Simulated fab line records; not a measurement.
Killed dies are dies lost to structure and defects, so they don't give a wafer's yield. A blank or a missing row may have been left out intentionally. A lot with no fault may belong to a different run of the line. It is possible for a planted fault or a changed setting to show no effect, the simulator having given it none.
A single fault, viewed from 2 desks | flow rit cmos | every desk sees just its own numbers, and what lay behind them comes last

FROM THE METROLOGY DESK
What the gauges read for every lot (on any tool): the sampled wafers with a number, averaged. Marked OUT: a lot whose mean sits more than 4 standard deviations from the usual mean, which makes it out of limits; the brackets give that distance.
Columns: A = ACTIVE_NITRIDE_THK at RIT_ACTIVE_THK_MEAS_04, usual 150.4 nm; B = cd nm at RIT_ACTIVE_CD_MEAS_11, usual 1400.2 nm
lot  | first seen here | A     | B
L419 | day 1 13:32     | 148.9 | 1398.5
L420 | day 1 21:19     | 151.0 | 1398.0
L421 | day 2 00:19     | 148.5 | 1401.2
L422 | day 2 04:32     | 149.6 | 1401.4
L423 | day 2 09:32     | 151.4 | 1400.2
L425 | day 2 19:58     | 150.2 | 1399.0
L426 | day 3 00:32     | 150.8 | 1403.2
L427 | day 3 05:32     | 151.2 | 1407.0
L430 | day 3 20:32     | 151.0 | 1408.9
L432 | day 4 06:33     | 152.1 | 1396.3
L435 | day 4 21:44     | 151.2 | 1401.0
L437 | day 5 07:32     | 148.4 | 1400.1
L439 | day 5 17:34     | 151.8 | 1401.6
L442 | day 6 08:32     | 153.0 | 1403.7
Result from this desk: across the 14 lots, nothing is out of limits.

TOOL OWNER'S DESK, litho track-01
The tool's own readings at RIT_ACTIVE_COAT_06 (resist thk 1000 nm): means of the sampled wafers that have a number, for each lot that ran on this tool. Marked OUT: a lot whose mean sits more than 4 standard deviations from the usual mean, which makes it out of limits; the brackets give that distance.
Columns: A = chill plate temp C at RIT_ACTIVE_COAT_06, usual 22.99 C; B = spin speed rpm at RIT_ACTIVE_COAT_06, usual 3250.2 rpm
lot  | first seen here | A     | B
L421 | day 2 00:31     | 23.06 | 3250.5
L425 | day 2 20:11     | 23.06 | 3252.6
L426 | day 3 00:44     | 23.02 | 3248.1
L427 | day 3 05:46     | 22.88 | 3249.7
L430 | day 3 20:44     | 22.90 | 3249.2
Result from this desk: across the 5 lots, nothing is out of limits.

PUT TOGETHER
Nothing out of limits was seen by the metrology desk.
Nothing out of limits was seen by the tool owner's desk.

WHAT THE SIMULATOR HAD PUT IN
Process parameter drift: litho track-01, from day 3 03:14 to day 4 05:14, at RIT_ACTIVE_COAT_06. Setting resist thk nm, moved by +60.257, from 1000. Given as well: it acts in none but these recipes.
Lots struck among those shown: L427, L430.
